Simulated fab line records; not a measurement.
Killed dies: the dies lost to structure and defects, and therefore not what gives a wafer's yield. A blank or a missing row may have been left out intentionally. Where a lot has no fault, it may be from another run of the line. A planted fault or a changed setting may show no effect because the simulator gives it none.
Problem report in the 8D (eight disciplines) form, filled by code -- flow berkeleyCmos170 -- the parts of the form that need people (team, actions taken, sign-off) are left out

1. THE PROBLEM
Across 6 wafers from 2 lots, NLDD_TW at UCB170_NLDD_TW_MEAS_11 averages 2297, while fault-free wafers read 2197 with a standard deviation of 21. Relative to the usual mean, that is a shift of +4.8 standard deviations.
Seen first at day 9 02:25 on filmMetro-03, wafer L136.3. Wafers with a number at this step in the record: 42, from 14 lots. By rule, "out" or "out of limits" means more than 4 standard deviations away from the usual mean. The rest of the wafers with a number are treated as sound.

2. WHAT IT IS AND WHAT IT IS NOT
question,is,is not
which readings at this step,NLDD_TW,-
which lots,"L136, L138","L125, L126, L127, L129, L130, L133, L140, L142, L143, L144, L146, L147"
which wafers of those lots,all that have a number,-
read on which gauges,"filmMetro-03, filmMetro-04",filmMetro-01
when,from day 9 02:25,"up to then (18 sound wafers); but 18 sound wafers of L140, L142, L143, L144, L146, L147 came after"

3. WHAT RULES OUT EACH SUSPECT
Counting: a tool stays on the suspect list if, at a process step up to the reading, it processed all lots that are out and no sound lot following the first of them.
- ruled out: the gauge at UCB170_NLDD_TW_MEAS_11. Those wafers that are out were read across 2 gauges (filmMetro-03, filmMetro-04).
- implanter-02 at UCB170_NLDD_IMPLANT_09: kept. It ran every lot that is out, first L136 (day 9 02:11), and no sound lot after that; its last sound lot up to then is L130 (day 8 00:19). Its own readings are out on those wafers: doseIonsCm2, faradayCurrentUA.
Left after counting: implanter-02 at UCB170_NLDD_IMPLANT_09.

4. THE CAUSE (what the simulator had put in)
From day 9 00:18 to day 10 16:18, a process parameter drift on implanter-02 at UCB170_NLDD_IMPLANT_09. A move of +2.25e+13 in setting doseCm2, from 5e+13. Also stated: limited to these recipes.
Counting left only this tool.

5. SEQUENCE OF EFFECTS, ordered by route
Rows list readings where the struck wafers' mean (over those with a number) sits beyond 3 standard deviations from the usual. Scope: only readings with a usual standard deviation given in the record; hours: median across lots of the time from each lot's start at the first step in this table that gives one to its start at this step; sigmas: change in usual standard deviations.
hours,step,reading,usual,on struck wafers,change,sigmas
0,UCB170_NLDD_IMPLANT_09,doseIonsCm2,5.001e+13,7.252e+13,+2.251e+13,+99 or more
0,UCB170_NLDD_IMPLANT_09,faradayCurrentUA,159,227,+68,+22
0,UCB170_NLDD_TW_MEAS_11,NLDD_TW,2197,2297,+100,+4.8
12,UCB170_SDANNEAL_RS_MEAS_05,NLDD_RS,616.1 ohm/sq,537.8,-78.3,-49
Process steps it contains:
- UCB170_NLDD_IMPLANT_09
At these later measuring or inspecting steps, every struck wafer for which the step has a row has a number for every such reading, and none has moved that far: UCB170_V1_BOW_MEAS_03, UCB170_V2_CD_MEAS_90.

6. HOW IT WOULD HAVE BEEN CAUGHT EARLIER
In this record the first reading out of limits at a measuring or inspecting step was taken at day 9 02:25, 2 hours after the fault began at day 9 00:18.
The tool's own readings at UCB170_NLDD_IMPLANT_09 were out on every struck wafer that the step has a row for (doseIonsCm2, faradayCurrentUA): an alarm limit on them would have fired on the first of those.
Lots out: 2; of these, L138 started UCB170_NLDD_IMPLANT_09 on implanter-02 after day 9 02:25. Had the tool been put on hold then, it would have been spared.
